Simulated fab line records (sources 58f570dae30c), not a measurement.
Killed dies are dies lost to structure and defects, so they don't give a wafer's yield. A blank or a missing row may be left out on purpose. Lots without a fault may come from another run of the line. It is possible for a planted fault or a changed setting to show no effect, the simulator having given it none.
What tool caused it? | flow berkeley_cmos170 | 7 lots with 21 wafers sampled at 3 steps, on a route of 331 steps

== WHAT EACH GAUGE READ, for each wafer ==
UCB170_PSD_TW_MEAS_10.
lot  | measured     | on            | PSD_TW
L719 | day 7 15:24  | film_metro-04 | 2357 2360 2349
L723 | day 9 02:35  | film_metro-03 | 2326 2330 2333
L732 | day 10 10:37 | film_metro-03 | 2317 2322 2307
L735 | day 11 03:51 | film_metro-04 | 2338 2351 2350
L737 | day 11 15:16 | film_metro-04 | 2367 2357 2359
L739 | day 12 02:14 | film_metro-01 | 2341 2328 2339

== TOOL THAT RAN EACH LOT (tool first, then ch and the chambers of the sampled wafers, then the start) ==
lot  | UCB170_GATE_ANNEAL_03         | UCB170_GATE_STRIP_16
L719 | furnace-04 ch 0, day 6 20:05  | plasma_asher-01 ch 0,1, day 7 01:16
L721 | furnace-04, day 7 20:56       | plasma_asher-01 ch 0,1, day 8 01:14
L723 | furnace-04 ch 0, day 8 05:41  | plasma_asher-03 ch 1, day 8 11:43
L732 | furnace-02 ch 0, day 9 15:20  | plasma_asher-01 ch 0,1, day 9 20:10
L735 | furnace-01 ch 0, day 10 09:34 | plasma_asher-01 ch 0,1, day 10 15:19
L737 | furnace-01 ch 0, day 10 20:35 | plasma_asher-01 ch 0,1, day 11 00:53
L739 | furnace-04 ch 0, day 11 08:34 | plasma_asher-01 ch 0,1, day 11 12:37
- UCB170_GATE_ANNEAL_03: time 1800 s.
- UCB170_GATE_STRIP_16: strips in O2.

== THE ANSWER, worked out from the rows above alone ==
Rule: usual is defined by the lots themselves. The widest of any qualifying gaps counts: lots, ordered by their means at a reading, are off when they make up no more than a third of the lots, leave a main group of 4 or more, and stand apart from it by 3 or more times the standard deviation of that group's means. The tables above print the reading to a certain number of digits; a main group whose means all agree to those digits is not used. Also off: a lot with no number at a reading for which 4 or more lots have one. Any other lot the step has rows for is counted as sound.
None of the lots is off at any reading shown; this tells nothing.

== WHAT THE SIMULATOR PUT IN ==
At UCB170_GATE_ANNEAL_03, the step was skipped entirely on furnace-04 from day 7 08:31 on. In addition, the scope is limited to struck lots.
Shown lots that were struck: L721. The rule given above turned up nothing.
